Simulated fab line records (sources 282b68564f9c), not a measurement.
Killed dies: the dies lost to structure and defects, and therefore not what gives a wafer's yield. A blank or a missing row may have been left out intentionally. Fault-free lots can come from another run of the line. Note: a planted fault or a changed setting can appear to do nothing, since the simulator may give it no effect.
Code-filled problem report in 8D (eight disciplines) form	flow ritCmos	the parts of the form that need people (team, actions taken, sign-off) are left out

## 1. PROBLEM STATEMENT
Mean PLDD_TW at RIT_PLDD_TW_MEAS_10: 30 over 6 wafers in 2 lots; fault-free wafers: 2346, standard deviation 19. So: -99 or more standard deviations from the usual mean.
First observed at day 5 07:11: wafer L335.1, on filmMetro-01. Wafers with a number at this step in the record: 42, from 14 lots. By rule, "out" or "out of limits" means more than 4 standard deviations away from the usual mean. The rest of the wafers with a number are treated as sound.

## 2. WHAT THIS IS AND IS NOT
question	is	is not
which readings at this step	PLDD_TW	-
which lots	L335, L339	L324, L325, L326, L328, L330, L331, L340, L341, L342, L343, L344, L345
which wafers of those lots	all that have a number	-
read on which gauges	filmMetro-01, filmMetro-02	filmMetro-03
when	from day 5 07:11	up to then (18 sound wafers); but 18 sound wafers of L340, L341, L342, L343, L344, L345 came after

## 3. SUSPECTS, AND WHAT RULES EACH OUT
Counting: a tool stays on the suspect list if, at a process step up to the reading, it processed all lots that are out and no sound lot following the first of them.
- the gauge at RIT_PLDD_TW_MEAS_10 has been ruled out. The wafers that are out were read on 2 gauges (filmMetro-01, filmMetro-02).
- plasmaAsher-04 at RIT_GATE_STRIP_20 (strips in O2, time 180 s): ruled out as a lasting fault. Following L335 (day 5 00:51), the first lot on it that is out, the sound lots L340, L341, L342, L345 were run on it.
- lithoTrack-01 at RIT_PLDD_DEVELOP_05 (develop time 50 s): kept. It processed each lot that is out, first L335 at day 5 06:00, and no sound lot thereafter; up to then, the last sound lot it processed was L324 at day 2 21:00.
After counting, what remains is lithoTrack-01 at RIT_PLDD_DEVELOP_05.

## 4. THE CAUSE (what the simulator had put in)
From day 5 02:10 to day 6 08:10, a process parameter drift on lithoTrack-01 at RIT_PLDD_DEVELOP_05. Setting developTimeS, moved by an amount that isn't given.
Only this tool survived the counting.

## 5. THE EFFECT CHAIN, in route order
Each row: a reading where the mean over the struck wafers with a number is more than 3 standard deviations away from the usual. Only readings whose record carries a usual standard deviation are examined. hours: median over the lots of the time between each lot's start at the first step of this table that gives one and its start at this step. sigmas: the change, counted in usual standard deviations.
hours	step	reading	usual	on struck wafers	change	sigmas
0	RIT_PLDD_TW_MEAS_10	PLDD_TW	2346	30	-2316	-99 or more
14	RIT_M1_PROBE_99	killedAtFrontEnd	6	264	+258	+81
14	RIT_M1_PROBE_99	killedDies	7	264	+257	+80
14	RIT_M1_PROBE_99	killedOnRim	1.7	70.0	+68.3	+49
Here are the process steps it includes:
- RIT_M1_PROBE_99

## 6. WHAT WOULD HAVE CAUGHT IT SOONER
Counted from the fault's start at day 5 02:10, it took 5 hours until the first out-of-limits reading at a measuring or inspecting step in this record, taken at day 5 07:11.
Among the 2 lots that are out, L339 began RIT_PLDD_DEVELOP_05 on lithoTrack-01 after day 5 07:11. Had the tool been put on hold then, it would have been spared.
